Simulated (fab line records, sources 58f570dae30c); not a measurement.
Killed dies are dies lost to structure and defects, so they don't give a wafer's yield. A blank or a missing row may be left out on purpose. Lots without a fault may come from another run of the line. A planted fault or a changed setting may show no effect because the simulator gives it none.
Which tool did it? | flow berkeley_cmos170 | 13 lots, 39 wafers sampled, at 4 steps of a route of 331

WHAT THE GAUGES READ, wafer by wafer
UCB170_SCREENOX_THK_MEAS_02.
lot  | measured    | on            | SCREENOX_OXIDE_THK (nm)
L379 | day 4 22:40 | film_metro-01 | 14.1 14.4 14.3
L380 | day 5 08:55 | film_metro-02 | 14.5 14.0 14.0
L381 | day 5 16:30 | film_metro-02 | 13.7 13.7 13.8
L384 | day 6 02:53 | film_metro-04 | 14.3 14.1 14.5
L383 | day 6 02:56 | film_metro-02 | 13.6 13.9 13.8
L382 | day 6 02:58 | film_metro-04 | 14.0 14.1 13.9
L387 | day 6 16:29 | film_metro-02 | 14.7 14.4 14.5
L388 | day 7 02:37 | film_metro-02 | 14.5 14.4 14.4
L389 | day 7 02:37 | film_metro-04 | 14.2 14.0 14.3
L391 | day 7 10:52 | film_metro-02 | 14.4 14.5 14.3
L392 | day 7 10:52 | film_metro-01 | 13.6 13.7 13.8
L400 | day 9 15:05 | film_metro-04 | 14.1 14.1 14.0
L401 | day 9 15:08 | film_metro-04 | 14.0 13.8 13.9

UCB170_PVT_OVL_MEAS_06.
lot  | measured     | on         | PVT_OVL (nm)
L379 | day 5 10:33  | overlay-02 | -9 2 1
L380 | day 5 15:07  | overlay-02 | 16 18 7
L381 | day 6 02:35  | overlay-01 | 7 9 8
L384 | day 6 08:50  | overlay-01 | 7 4 -2
L383 | day 6 09:24  | overlay-02 | -10 0 -5
L382 | day 6 09:20  | overlay-01 | 6 5 6
L387 | day 7 00:26  | overlay-02 | 6 5 2
L388 | day 7 10:48  | overlay-01 | 7 11 5
L389 | day 7 10:26  | overlay-01 | -2 -10 -4
L391 | day 7 17:43  | overlay-01 | 12 7 11
L392 | day 7 17:26  | overlay-02 | -12 13 4
L400 | day 9 23:11  | overlay-01 | -8 4 3
L401 | day 10 00:31 | overlay-01 | 1 4 1

UCB170_GATE_OVL_MEAS_13.
lot  | measured     | on         | GATE_OVL (nm)
L379 | day 5 21:33  | overlay-02 | 4 -7 -7
L380 | day 6 06:50  | overlay-02 | -6 -12 -10
L381 | day 6 14:26  | overlay-01 | -10 -10 3
L384 | day 6 21:48  | overlay-02 | -6 -6 7
L383 | day 6 22:05  | overlay-02 | 3 6 -2
L382 | day 6 21:32  | overlay-02 | 2 -1 9
L387 | day 7 12:12  | overlay-02 | -10 0 -2
L388 | day 7 20:23  | overlay-02 | -6 -5 -4
L389 | day 7 20:06  | overlay-01 | 7 -4 0
L391 | day 8 05:10  | overlay-01 | 5 2 8
L392 | day 8 04:54  | overlay-01 | 6 -2 5
L400 | day 10 11:23 | overlay-01 | -1 -7 -4
L401 | day 10 11:31 | overlay-01 | -5 -4 -5

WHICH TOOL RAN EACH LOT (tool, then ch and the chambers of the sampled wafers, then the start)
lot  | UCB170_PVT_STRIP_08
L379 | plasma_asher-01 ch 0,1, day 5 10:46
L380 | plasma_asher-02 ch 0,1, day 5 15:19
L381 | plasma_asher-04 ch 0,1, day 6 02:46
L384 | plasma_asher-04 ch 0,1, day 6 09:02
L383 | plasma_asher-01 ch 0,1, day 6 09:35
L382 | plasma_asher-02 ch 0,1, day 6 09:31
L387 | plasma_asher-02 ch 0, day 7 00:38
L388 | plasma_asher-04 ch 0,1, day 7 10:59
L389 | plasma_asher-02 ch 0,1, day 7 10:37
L391 | plasma_asher-04 ch 0,1, day 7 17:55
L392 | plasma_asher-02 ch 0,1, day 7 17:38
L400 | plasma_asher-01 ch 0,1, day 9 23:24
L401 | plasma_asher-04 ch 0,1, day 10 00:43
- UCB170_PVT_STRIP_08: strips in O2.

WHAT THE TOOLS THEMSELVES READ (means of the sampled wafers that have a number; where no wafer has one, the mark that the record gives instead)
UCB170_PVT_STRIP_08.
lot  | tool            | drypump_motor_current_A (A) | o2_flow_sccm (sccm) | oes_product_au (a.u.) | strip_time_to_endpoint_s (s)
L379 | plasma_asher-01 | 6.1                         | 400.4               | 0.738                 | 21.67
L380 | plasma_asher-02 | 5.8                         | 400.0               | 0.736                 | 21.57
L381 | plasma_asher-04 | 6.1                         | 400.8               | 0.733                 | 21.67
L384 | plasma_asher-04 | 6.4                         | 399.8               | 0.735                 | 21.58
L383 | plasma_asher-01 | 6.1                         | 401.0               | 0.735                 | 21.71
L382 | plasma_asher-02 | 5.7                         | 400.7               | 0.739                 | 21.64
L387 | plasma_asher-02 | 5.7                         | 401.8               | 0.733                 | 21.64
L388 | plasma_asher-04 | 6.4                         | 399.8               | 0.735                 | 21.63
L389 | plasma_asher-02 | 5.7                         | 400.8               | 0.738                 | 21.67
L391 | plasma_asher-04 | 6.4                         | 400.8               | 0.737                 | 21.49
L392 | plasma_asher-02 | 5.7                         | 533.0               | 0.748                 | 20.99
L400 | plasma_asher-01 | 5.8                         | 398.8               | 0.736                 | 21.59
L401 | plasma_asher-04 | 6.1                         | 399.0               | 0.734                 | 21.70

THE ANSWER, worked out from the rows above alone
Rule: what is usual is taken from the lots themselves. Put in order of their means at a reading, lots are off if they are a third of the lots or fewer, leave a main group of 4 or more, and stand apart from it by a gap of 3 or more times the standard deviation of the main group's means; of several such gaps the widest counts. A main group whose means are all the same, to the digits that the tables above print for the reading, isn't used. A lot without any number at a reading at which 4 lots or more have one is off too. The other lots that the step has rows for count as sound. The gauges are gone through in route order, then the tools' own readings, and for those a lot's mean is taken as printed above. The first step at which some lot is off is used, and at that step the reading that is off furthest; a lot without a number counts as furthest.
Off: L392, at UCB170_PVT_STRIP_08 (o2_flow_sccm). The main group: mean 400.3 sccm, standard deviation 0.83.
A tool fits if, at that step or a process step before it, it ran every lot that is off, and no sound lot after the first of them. One fits: plasma_asher-02 at UCB170_PVT_STRIP_08. Its last sound lot is L389 (day 7 10:37), its first lot that is off L392 (day 7 17:38): a fault that began between those two fits.
The tool's own readings at UCB170_PVT_STRIP_08 bear it out: on the lots that are off they differ by more than 5 times the standard deviation of the sound lots' means. o2_flow_sccm reads 533.0 sccm there against 400.3 sccm on the sound lots; oes_product_au reads 0.748 a.u. there against 0.736 a.u. on the sound lots; strip_time_to_endpoint_s reads 20.99 s there against 21.63 s on the sound lots.

WHAT THE SIMULATOR HAD PUT IN
Process parameter drift: plasma_asher-02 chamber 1, from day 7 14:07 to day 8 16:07, at UCB170_PVT_STRIP_08. Setting o2_flow_sccm, moved by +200, from 400. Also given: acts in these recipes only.
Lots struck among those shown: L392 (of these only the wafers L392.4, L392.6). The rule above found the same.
